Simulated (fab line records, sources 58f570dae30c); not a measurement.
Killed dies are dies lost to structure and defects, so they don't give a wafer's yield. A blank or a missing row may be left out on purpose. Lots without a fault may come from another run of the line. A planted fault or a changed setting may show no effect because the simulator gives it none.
A struck lot beside a sound one | flow berkeley_cmos170 | 14 steps out of a route of 331
Sound: wafers L335.3, L335.4, L335.5. Struck: wafers L342.1, L342.2, L342.3. The cause comes at the end.
At each step with rows: each side's tool, then ch and its chambers, then its first start. Under that, the readings that differ: sound wafers | struck wafers | difference of the means | sigmas: that difference in standard deviations of wafers without a fault.
alike: readings whose means differ by less than 2 such deviations, and words and numbers that are the same on both sides. not compared: withheld readings, readings that some wafer has no value for, bounds like >300 that may hide the same value, and numbers for which the record gives no deviation and whose values overlap.
The two part at a step that has a row with sigmas, a row that says differs or no value, or rows on one side only. Numbers that don't overlap but have no deviation are shown without sigmas and don't part them. A reading that every wafer of one side lacks parts them only if that side has two wafers or more.

first, 2 steps without rows for these wafers: UCB170_GATE_PEB_10; UCB170_GATE_DEVELOP_11 (develop time 45 s).
UCB170_GATE_CD_MEAS_12: target cd 350 nm.
  sound on cd_sem-01, day 6 21:27; struck on cd_sem-02, day 7 17:04
  alike: cd_nm
UCB170_GATE_OVL_MEAS_13:
  sound on overlay-02, day 6 21:33; struck on overlay-01, day 7 17:11
  alike: GATE_OVL
UCB170_GATE_ETCH_14: etches BARC in N2/H2.
  sound on rie_diel-02 ch 0,1,2, day 6 21:34; struck on rie_diel-01 ch 1,2,3, day 7 17:13
  alike: drypump_motor_current_A, h2_flow_sccm, oes_product_au, throttle_valve_pct
UCB170_GATE_ETCH_15: etches poly-Si in HBr/Cl2, stops on SiO2, time 56.3 s, target depth 278.2 nm.
  sound on rie_si-02 ch 1,3, day 6 21:37; struck on rie_si-02 ch 0,1,2, day 7 17:15
  alike: HBr_flow_sccm, drypump_motor_current_A, oes_product_au, throttle_valve_pct
  not compared: rf_hours_counter_h
UCB170_GATE_STRIP_16: strips in O2.
  sound on plasma_asher-02 ch 0,1, day 6 21:41; struck on plasma_asher-04 ch 0,1, day 7 17:18
  alike: drypump_motor_current_A, oes_product_au
  not compared: rf_hours_counter_h
UCB170_GATE_CD_MEAS_90: target cd 350 nm.
  sound on cd_sem-01, day 6 21:48; struck on cd_sem-02, day 7 17:24
  alike: cd_nm
then, 4 steps without rows for these wafers: UCB170_GATE_CLEAN_17 (cleans in SPM, time 600 s); UCB170_PLDD_HMDS_00 (prime time 60 s); UCB170_PLDD_COAT_01 (resist thk 900 nm); UCB170_PLDD_SOFTBAKE_02 (time 60 s).
UCB170_PLDD_EXPOSE_03: exposes mask PSELECT, target cd 1200 nm.
  sound on krf_scanner-01 ch 0, day 6 22:55; struck on krf_scanner-02, day 7 18:16
  no value came back on the struck wafers for exposure_dose_mJ_cm2, focus_offset_nm (nm), stage_vel_mm_s (mm/s); on the sound wafers exposure_dose_mJ_cm2 reads 29.98 29.96 30.00
  alike: mask
then, 1 step without rows for these wafers: UCB170_PLDD_PEB_04.

WHERE THEY PART
Only at UCB170_PLDD_EXPOSE_03, within this record.

WHY: what the simulator had put in
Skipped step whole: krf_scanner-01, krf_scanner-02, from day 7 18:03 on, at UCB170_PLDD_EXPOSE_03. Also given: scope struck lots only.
